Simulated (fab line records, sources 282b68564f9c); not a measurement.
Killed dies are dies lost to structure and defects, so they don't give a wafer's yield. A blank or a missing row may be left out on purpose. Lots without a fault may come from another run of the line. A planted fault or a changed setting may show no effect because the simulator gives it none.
Problem report in the 8D (eight disciplines) form, filled by code | flow rit_cmos | the parts of the form that need people (team, actions taken, sign-off) are left out

1. THE PROBLEM
PLDD_TW at RIT_PLDD_TW_MEAS_10 reads a mean of 30 on 6 wafers of 2 lots; wafers without a fault read 2325 with a standard deviation of 20. That is -99 or more standard deviations from the usual mean.
First seen on wafer L244.2, day 4 10:43, on film_metro-04. The record holds 42 wafers of 14 lots with a number at this step. Rule for "out", or "out of limits": more than 4 standard deviations from the usual mean. The other wafers with a number count as sound.

2. WHAT IT IS AND WHAT IT IS NOT
question                    | is                           | is not
which readings at this step | PLDD_TW                      | -
which lots                  | L244, L245                   | L236, L238, L239, L240, L246, L247, L248, L250, L253, L254, L255, L257
which wafers of those lots  | all that have a number       | -
read on which gauges        | film_metro-02, film_metro-04 | film_metro-03
when                        | from day 4 10:43             | up to then (12 sound wafers); but 24 sound wafers of L246, L247, L248, L250, L253, L254, L255, L257 came after

3. SUSPECTS, AND WHAT RULES EACH OUT
Counting: a tool at a process step up to the reading stays a suspect if it ran every lot that is out and no sound lot after the first of them.
- the gauge at RIT_PLDD_TW_MEAS_10: ruled out. The wafers that are out were read on 2 gauges (film_metro-02, film_metro-04).
- litho_track-04 at RIT_PLDD_DEVELOP_05 (develop time 50 s): kept. It ran every lot that is out, first L244 (day 4 10:00), and no sound lot after that; its last sound lot up to then is L239 (day 3 09:00).
Left after counting: litho_track-04 at RIT_PLDD_DEVELOP_05.

4. THE CAUSE (what the simulator had put in)
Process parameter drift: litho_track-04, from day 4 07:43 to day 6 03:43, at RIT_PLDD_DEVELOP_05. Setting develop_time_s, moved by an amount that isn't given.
Counting left only this tool.

5. THE CHAIN OF EFFECTS, in route order
Each row: a reading whose mean over the struck wafers that have a number lies more than 3 standard deviations from the usual. Only readings for which the record gives a usual standard deviation are gone through. hours: the time from each lot's start at the first step in this table that gives one to its start at this step, as a median over the lots. sigmas: the change in usual standard deviations.
hours | step                | reading | usual | on struck wafers | change | sigmas
0     | RIT_PLDD_TW_MEAS_10 | PLDD_TW | 2325  | 30               | -2295  | -99 or more

6. WHAT WOULD HAVE CAUGHT IT SOONER
In this record the first reading out of limits at a measuring or inspecting step was taken at day 4 10:43, 3 hours after the fault began at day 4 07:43.
Of the tool readings at RIT_PLDD_DEVELOP_05 for which the record gives a usual standard deviation, none was out on any struck wafer, so an alarm limit of 4 standard deviations on them would not have fired.
Of the lots that are out (2), L245 began RIT_PLDD_DEVELOP_05 on litho_track-04 after day 4 10:43. A hold on the tool at that time would have spared it.
